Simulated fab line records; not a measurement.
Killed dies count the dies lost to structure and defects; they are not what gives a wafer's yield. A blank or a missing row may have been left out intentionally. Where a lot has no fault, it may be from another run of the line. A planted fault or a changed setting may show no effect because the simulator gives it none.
Comparing a struck lot with a sound one | flow berkeley cmos170 | 27 out of 331 route steps
Sound: these wafers, L899.1, L899.2, L899.3. Wafers L903.2, L903.4, L903.5 were the ones struck. The cause is named last.
For every step that has rows: the tool of each side, followed by ch and its chambers, followed by its first start. Under that, the readings that differ: sound wafers | struck wafers | difference of the means | sigmas: that difference in standard deviations of wafers without a fault.
alike: a reading whose means differ by less than 2 such deviations, as well as words and numbers matching on both sides. not compared: withheld readings; readings where some wafer has no value; bounds like >300 that might hide an equal value; numbers whose values overlap and for which the record gives no deviation.
The two part at a step that has a row with sigmas, a row that says differs or no value, or rows on one side only. Numbers that don't overlap but have no deviation are shown without sigmas and don't part them. Lack of a reading on every wafer of one side parts them only where that side has two or more wafers.

first, 1 step without rows for these wafers: UCB170_PSD_IMPLANT_08.
UCB170_PSD_STRIP_09: strips in O2.
  sound on plasma asher-02 ch 0,1, day 9 02:54; struck on plasma asher-04 ch 0,1, day 10 10:38
  reading                     | sound       | struck      | difference | sigmas
  drypump motor current A (A) | 5.1 5.9 5.1 | 6.3 6.0 6.3 | +0.8       | +2
  alike: o2 flow sccm, oes product au, strip time to endpoint s
  not compared: rf hours counter h
UCB170_PSD_TW_MEAS_10:
  struck on film metro-04, day 10 10:44; sound on film metro-04, day 9 03:00
  alike: PSD_TW
then, 7 steps without rows for these wafers: UCB170_PSD_CLEAN_11 (cleans in SPM, time 600 s); UCB170_NSD_HMDS_00 (prime time 60 s); UCB170_NSD_COAT_01 (resist thk 900 nm); UCB170_NSD_SOFTBAKE_02 (time 60 s); UCB170_NSD_EXPOSE_03 (exposes mask NSELECT MOD, target cd 1200 nm); UCB170_NSD_PEB_04; UCB170_NSD_DEVELOP_05 (develop time 45 s).
UCB170_NSD_CD_MEAS_06 targets a cd of 1200 nm.
  struck on cd sem-02, day 10 12:10; sound on cd sem-01, day 9 05:25
  alike: cd nm
UCB170_NSD_OVL_MEAS_07:
  struck on overlay-01, day 10 12:16; sound on overlay-01, day 9 05:32
  alike: NSD_OVL
UCB170_NSD_IMPLANT_08:
  sound on implanter-03 ch 0, day 9 05:35; struck on implanter-03 ch 0, day 10 12:19
  reading                   | sound                | struck               | difference | sigmas
  beam energy keV           | 40.019 39.996 40.028 | 41.067 41.062 41.057 | +1.048     | +95
  model.implant.drp nm (nm) | 21.16 21.16 21.16    | 21.63 21.63 21.63    | +0.47      |
UCB170_NSD_STRIP_09: strips in O2.
  sound on plasma asher-02 ch 0,1, day 9 05:44; struck on plasma asher-02 ch 0,1, day 10 12:26
  reading                      | sound             | struck            | difference | sigmas
  strip time to endpoint s (s) | 35.89 35.73 35.83 | 36.21 36.16 36.24 | +0.39      | +6
  alike: drypump motor current A, o2 flow sccm, oes product au
  not compared: rf hours counter h
UCB170_NSD_TW_MEAS_10:
  struck on film metro-03, day 10 12:33; sound on film metro-03, day 9 05:50
  alike: NSD_TW
then, 4 steps without rows for these wafers: UCB170_NSD_CLEAN_11 (cleans in SPM, time 600 s); UCB170_BACKSIDE_HMDS_00 (prime time 60 s); UCB170_BACKSIDE_COAT_01 (resist thk 900 nm); UCB170_BACKSIDE_SOFTBAKE_02 (time 60 s).
UCB170_BACKSIDE_STRIP_03: strips in O2.
  sound on plasma asher-03 ch 0,1, day 9 06:54; struck on plasma asher-02 ch 0, day 10 13:23
  alike: drypump motor current A, o2 flow sccm, oes product au, strip time to endpoint s
  not compared: rf hours counter h
then, 1 step without rows for these wafers: UCB170_BACKSIDE_CLEAN_04 (cleans in SPM, time 600 s).
UCB170_SDANNEAL_RTA_00: time 10 s.
  sound on rtp anneal-02 ch 0, day 9 07:11; struck on rtp anneal-02 ch 0, day 10 13:40
  alike: anneal temp c max, lamp power pct, wafer_temp_C_max
UCB170_SDANNEAL_RTA_01: time 5 s.
  sound on rtp anneal-02 ch 0, day 9 07:14; struck on rtp anneal-02 ch 0, day 10 13:44
  alike: anneal temp c max, lamp power pct, wafer_temp_C_max
UCB170_SDANNEAL_RS_MEAS_02: a four-point-probe measurement.
  struck on film metro-04, day 10 13:49; sound on film metro-03, day 9 07:18
  alike: PSD_RS
UCB170_SDANNEAL_RS_MEAS_03: a four-point-probe measurement.
  struck on film metro-04, day 10 13:56; sound on film metro-03, day 9 07:25
  reading         | sound             | struck            | difference | sigmas
  NSD_RS (ohm/sq) | 37.24 37.31 37.21 | 36.88 37.02 36.82 | -0.35      | -4
UCB170_SDANNEAL_RS_MEAS_04: a four-point-probe measurement.
  struck on film metro-04, day 10 14:03; sound on film metro-03, day 9 07:32
  reading          | sound          | struck         | difference | sigmas
  PLDD_RS (ohm/sq) | 1027 1026 1024 | 1034 1032 1032 | +7         | +2
UCB170_M3_PROBE_99:
  record: rows for the struck wafers here (prober-02, day 11 14:38), none for the sound ones

== WHERE THEY PART ==
Earliest at UCB170_PSD_STRIP_09; latest, in this record, at UCB170_M3_PROBE_99.

WHY: the cause the simulator had injected
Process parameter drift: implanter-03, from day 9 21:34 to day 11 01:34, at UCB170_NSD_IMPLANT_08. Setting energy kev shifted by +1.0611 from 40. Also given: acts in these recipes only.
